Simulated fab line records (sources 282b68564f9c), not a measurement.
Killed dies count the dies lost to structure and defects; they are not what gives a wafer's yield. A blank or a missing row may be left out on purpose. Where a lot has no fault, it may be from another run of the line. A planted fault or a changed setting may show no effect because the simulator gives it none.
What tool caused it? / flow rit_cmos / 15 lots with 45 wafers sampled at 2 steps, on a route of 202 steps

WHAT EACH GAUGE READ, for each wafer
Not one reading of a measure or inspect step in the record can be checked against a usual standard deviation.

WHICH TOOL RAN EACH LOT (tool, then ch and the chambers of the sampled wafers, then the start)
lot=L952; RIT_SPACER_ETCHBACK_05=rie_diel-01 ch 0,1, day 3 03:02; RIT_M1_PROBE_99=-
lot=L953; RIT_SPACER_ETCHBACK_05=rie_diel-03 ch 1,2,3, day 3 07:05; RIT_M1_PROBE_99=-
lot=L954; RIT_SPACER_ETCHBACK_05=rie_diel-03 ch 0,1,2, day 3 14:02; RIT_M1_PROBE_99=-
lot=L955; RIT_SPACER_ETCHBACK_05=rie_diel-01 ch 0,3, day 3 15:58; RIT_M1_PROBE_99=prober-01, day 4 03:11
lot=L956; RIT_SPACER_ETCHBACK_05=rie_diel-03 ch 1,2,3, day 3 21:04; RIT_M1_PROBE_99=prober-02, day 4 07:52
lot=L957; RIT_SPACER_ETCHBACK_05=rie_diel-03 ch 0,1, day 4 01:36; RIT_M1_PROBE_99=prober-01, day 4 12:55
lot=L958; RIT_SPACER_ETCHBACK_05=rie_diel-01 ch 1,2,3, day 4 05:14; RIT_M1_PROBE_99=-
lot=L963; RIT_SPACER_ETCHBACK_05=rie_diel-01 ch 0,2, day 5 08:59; RIT_M1_PROBE_99=prober-01, day 5 20:04
lot=L966; RIT_SPACER_ETCHBACK_05=rie_diel-02 ch 0,1,3, day 6 04:40; RIT_M1_PROBE_99=prober-02, day 6 15:52
lot=L968; RIT_SPACER_ETCHBACK_05=rie_diel-01 ch 0,3, day 6 17:00; RIT_M1_PROBE_99=prober-02, day 7 04:13
lot=L970; RIT_SPACER_ETCHBACK_05=rie_diel-01 ch 0,2,3, day 6 21:16; RIT_M1_PROBE_99=prober-02, day 7 08:46
lot=L972; RIT_SPACER_ETCHBACK_05=rie_diel-01 ch 0,1,2, day 7 11:11; RIT_M1_PROBE_99=prober-02, day 7 23:38
lot=L973; RIT_SPACER_ETCHBACK_05=rie_diel-03 ch 0,3, day 7 15:13; RIT_M1_PROBE_99=prober-01, day 8 02:41
lot=L974; RIT_SPACER_ETCHBACK_05=rie_diel-03 ch 0,1, day 7 19:43; RIT_M1_PROBE_99=-
lot=L975; RIT_SPACER_ETCHBACK_05=rie_diel-01 ch 0,1, day 7 23:53; RIT_M1_PROBE_99=-
- RIT_SPACER_ETCHBACK_05: etches Si3N4 in SF6/CHF3, stops on SiO2, target depth 250 nm, time 246.9 s.
- RIT_M1_PROBE_99

WHAT THE TOOLS THEMSELVES READ (means of the sampled wafers that have a number; where no wafer has one, the mark that the record gives instead)
RIT_SPACER_ETCHBACK_05.
lot=L952; tool=rie_diel-01; CHF3_flow_sccm (sccm)=30.02; SF6_flow_sccm (sccm)=29.94; drypump_motor_current_A (A)=5.82; oes_product_au (a.u.)=0.849; throttle_valve_pct (%)=10.28
lot=L953; tool=rie_diel-03; CHF3_flow_sccm (sccm)=29.98; SF6_flow_sccm (sccm)=30.01; drypump_motor_current_A (A)=6.15; oes_product_au (a.u.)=0.832; throttle_valve_pct (%)=10.33
lot=L954; tool=rie_diel-03; CHF3_flow_sccm (sccm)=30.00; SF6_flow_sccm (sccm)=30.00; drypump_motor_current_A (A)=6.05; oes_product_au (a.u.)=0.836; throttle_valve_pct (%)=10.38
lot=L955; tool=rie_diel-01; CHF3_flow_sccm (sccm)=-; SF6_flow_sccm (sccm)=-; drypump_motor_current_A (A)=-; oes_product_au (a.u.)=-; throttle_valve_pct (%)=-
lot=L956; tool=rie_diel-03; CHF3_flow_sccm (sccm)=-; SF6_flow_sccm (sccm)=-; drypump_motor_current_A (A)=-; oes_product_au (a.u.)=-; throttle_valve_pct (%)=-
lot=L957; tool=rie_diel-03; CHF3_flow_sccm (sccm)=-; SF6_flow_sccm (sccm)=-; drypump_motor_current_A (A)=-; oes_product_au (a.u.)=-; throttle_valve_pct (%)=-
lot=L958; tool=rie_diel-01; CHF3_flow_sccm (sccm)=29.97; SF6_flow_sccm (sccm)=29.96; drypump_motor_current_A (A)=5.77; oes_product_au (a.u.)=0.846; throttle_valve_pct (%)=10.28
lot=L963; tool=rie_diel-01; CHF3_flow_sccm (sccm)=30.06; SF6_flow_sccm (sccm)=29.86; drypump_motor_current_A (A)=5.60; oes_product_au (a.u.)=0.858; throttle_valve_pct (%)=10.28
lot=L966; tool=rie_diel-02; CHF3_flow_sccm (sccm)=30.05; SF6_flow_sccm (sccm)=29.93; drypump_motor_current_A (A)=5.31; oes_product_au (a.u.)=0.840; throttle_valve_pct (%)=10.24
lot=L968; tool=rie_diel-01; CHF3_flow_sccm (sccm)=30.03; SF6_flow_sccm (sccm)=30.03; drypump_motor_current_A (A)=5.92; oes_product_au (a.u.)=0.866; throttle_valve_pct (%)=10.09
lot=L970; tool=rie_diel-01; CHF3_flow_sccm (sccm)=29.99; SF6_flow_sccm (sccm)=30.00; drypump_motor_current_A (A)=5.76; oes_product_au (a.u.)=0.851; throttle_valve_pct (%)=10.18
lot=L972; tool=rie_diel-01; CHF3_flow_sccm (sccm)=29.90; SF6_flow_sccm (sccm)=30.01; drypump_motor_current_A (A)=5.72; oes_product_au (a.u.)=0.860; throttle_valve_pct (%)=10.27
lot=L973; tool=rie_diel-03; CHF3_flow_sccm (sccm)=30.03; SF6_flow_sccm (sccm)=29.99; drypump_motor_current_A (A)=5.91; oes_product_au (a.u.)=0.826; throttle_valve_pct (%)=10.50
lot=L974; tool=rie_diel-03; CHF3_flow_sccm (sccm)=30.04; SF6_flow_sccm (sccm)=30.00; drypump_motor_current_A (A)=5.90; oes_product_au (a.u.)=0.839; throttle_valve_pct (%)=10.49
lot=L975; tool=rie_diel-01; CHF3_flow_sccm (sccm)=29.99; SF6_flow_sccm (sccm)=29.93; drypump_motor_current_A (A)=5.84; oes_product_au (a.u.)=0.847; throttle_valve_pct (%)=10.27

RIT_M1_PROBE_99.
lot=L955 tool=prober-01 killed_at_M0_to_M3=0.0 killed_at_contacts=0.0 killed_at_front_end=264.0 killed_dies=264.0 killed_on_rim=70.0 killed_open=3.7 killed_short=3.3
lot=L956 tool=prober-02 killed_at_M0_to_M3=0.0 killed_at_contacts=0.0 killed_at_front_end=264.0 killed_dies=264.0 killed_on_rim=70.0 killed_open=5.3 killed_short=2.0
lot=L957 tool=prober-01 killed_at_M0_to_M3=0.0 killed_at_contacts=0.0 killed_at_front_end=264.0 killed_dies=264.0 killed_on_rim=70.0 killed_open=4.3 killed_short=4.7
lot=L963 tool=prober-01 killed_at_M0_to_M3=0.0 killed_at_contacts=0.0 killed_at_front_end=7.3 killed_dies=7.3 killed_on_rim=1.3 killed_open=4.7 killed_short=2.7
lot=L966 tool=prober-02 killed_at_M0_to_M3=0.0 killed_at_contacts=0.0 killed_at_front_end=8.0 killed_dies=8.0 killed_on_rim=2.0 killed_open=4.0 killed_short=3.7
lot=L968 tool=prober-02 killed_at_M0_to_M3=0.0 killed_at_contacts=0.0 killed_at_front_end=9.7 killed_dies=9.7 killed_on_rim=3.3 killed_open=5.3 killed_short=4.3
lot=L970 tool=prober-02 killed_at_M0_to_M3=0.0 killed_at_contacts=0.0 killed_at_front_end=7.7 killed_dies=7.7 killed_on_rim=2.3 killed_open=4.0 killed_short=3.7
lot=L972 tool=prober-02 killed_at_M0_to_M3=0.0 killed_at_contacts=0.0 killed_at_front_end=4.0 killed_dies=4.0 killed_on_rim=1.7 killed_open=2.3 killed_short=1.7
lot=L973 tool=prober-01 killed_at_M0_to_M3=0.0 killed_at_contacts=0.0 killed_at_front_end=8.3 killed_dies=8.3 killed_on_rim=2.0 killed_open=3.7 killed_short=4.0

THE ANSWER, worked out from the rows above alone
Rule: the usual values come from the lots themselves. The widest of any qualifying gaps counts: lots, ordered by their means at a reading, are off when they make up no more than a third of the lots, leave a main group of 4 or more, and stand apart from it by 3 or more times the standard deviation of that group's means. A main group whose means are all the same, to the digits that the tables above print for the reading, isn't used. A lot without any number at a reading at which 4 lots or more have one is off too. The other lots that the step has rows for count as sound. Order of review: gauges by route order, followed by the tools' own readings, for which a lot's mean as printed above is used. At the first step where some lot is off, the reading lying furthest off is the one used; lots without a number count as furthest.
Off: L955, L956, L957, at RIT_SPACER_ETCHBACK_05 (CHF3_flow_sccm). Without a number there: L955, L956, L957. The main group: mean 30.00 sccm, standard deviation 0.042.
A tool fits if, at that step or a process step before it, it ran every lot that is off, and no sound lot after the first of them. No candidate that was tried fits.

WHAT THE SIMULATOR PUT IN
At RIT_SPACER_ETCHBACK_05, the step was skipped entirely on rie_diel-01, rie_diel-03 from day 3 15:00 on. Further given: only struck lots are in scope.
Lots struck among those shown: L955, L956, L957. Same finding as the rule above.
